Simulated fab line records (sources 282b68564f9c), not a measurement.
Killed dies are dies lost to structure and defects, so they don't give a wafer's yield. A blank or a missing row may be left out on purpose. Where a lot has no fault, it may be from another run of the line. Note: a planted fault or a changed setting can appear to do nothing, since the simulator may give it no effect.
Split-lot trial    flow ritCmos    5 lots, 23 wafers read, on a route of 202 steps

== THE SPLIT ITSELF ==
At RIT_NSD_IMPLANT_08, the setting doseCm2 was moved away from the recipe's 1e+15 on 10 of the 23 wafers read, by -5.7% to +4.8%. The other wafers ran this setting at the recipe's value.

== FROM THE SPLIT TO THE READING: what the file shows between them, 2 steps ==
- RIT_SDANNEAL_RTA_03: time 5 s (also split here: timeS)
- RIT_SDANNEAL_RS_MEAS_04: measures by four-point-probe

== THE READING ==
NSD_RS in ohm/sq, measured at RIT_SDANNEAL_RS_MEAS_05 by four-point-probe. A value of 84.49 ohm/sq with a standard deviation of 0.27 ohm/sq is what fault-free wafers of this fab line usually give.

wafer   tool, chamber at the split  doseCm2 as run  against the recipe  NSD_RS, ohm/sq  against lot-mates on the recipe
L076.1  implanter-01, 0             9.692e+14       -3.1%               86.44           +2.11
L076.3  implanter-01, 0             9.692e+14       -3.1%               86.58           +2.25
L076.4  implanter-01, 0             9.692e+14       -3.1%               86.47           +2.14
L076.5  implanter-01, 0             1e+15           recipe              84.21           -
L076.6  implanter-01, 0             1e+15           recipe              84.46           -
L078.1  implanter-02, 0             9.443e+14       -5.6%               88.36           +4.02
L078.2  implanter-02, 0             1e+15           recipe              84.11           -
L078.3  implanter-02, 0             1e+15           recipe              84.44           -
L078.5  implanter-02, 0             9.443e+14       -5.6%               88.60           +4.26
L078.6  implanter-02, 0             1e+15           recipe              84.48           -
L079.1  implanter-03, 0             1e+15           recipe              85.08           -
L079.2  implanter-03, 0             1e+15           recipe              84.91           -
L079.3  implanter-03, 0             1.048e+15       +4.8%               81.43           -3.52
L079.4  implanter-03, 0             1e+15           recipe              84.86           -
L079.5  implanter-03, 0             1.048e+15       +4.8%               81.72           -3.23
L082.3  implanter-01, 0             1e+15           recipe              84.03           -
L082.5  implanter-01, 0             1e+15           recipe              84.01           -
L082.6  implanter-01, 0             1e+15           recipe              83.82           -
L084.2  implanter-01, 0             9.432e+14       -5.7%               88.58           +4.04
L084.3  implanter-01, 0             1e+15           recipe              84.71           -
L084.4  implanter-01, 0             9.432e+14       -5.7%               88.68           +4.14
L084.5  implanter-01, 0             9.432e+14       -5.7%               88.38           +3.84
L084.6  implanter-01, 0             1e+15           recipe              84.38           -

THE FIT
A straight line over all 23 wafers: NSD_RS changes by -0.684 ohm/sq for each +1% of doseCm2; r = -0.99; the points scatter about the line by 0.34 ohm/sq.
The same after taking each lot's own level away (the mean of its wafers on the recipe; 23 wafers): -0.713 ohm/sq for each +1%; r = -1.00; scatter 0.14 ohm/sq.
On that fit, the largest move of doseCm2 shifts the reading by 4.1 ohm/sq.
Across the lots, their own levels run from 83.953 to 84.950 ohm/sq, a range of 3.7 times the standard deviation given above.
The two slopes agree, so the slope changes little with the lot-to-lot level.
Check: with one of the wafers moved furthest among these (-5.7%) left out of the fit, the line predicts +4.06 ohm/sq for it against its lot-mates. It came out at +4.04 ohm/sq against them.

== FURTHER SPLITS ON THESE WAFERS ==
Before the reading, these wafers also passed through other splits. Each is held against what the fit with the lots' levels taken away leaves over:
other split on the same wafers  wafers away from the commonest value  r with NSD_RS (lot level and that fit taken away)
RIT_NSD_COAT_01 spinRpm         9                                     +0.20
RIT_SDANNEAL_RTA_03 timeS       6                                     -0.33

== FILE'S OWN FIT ==
NSD_RS changes by -0.716 ohm/sq for each +1% of doseCm2, r = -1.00.
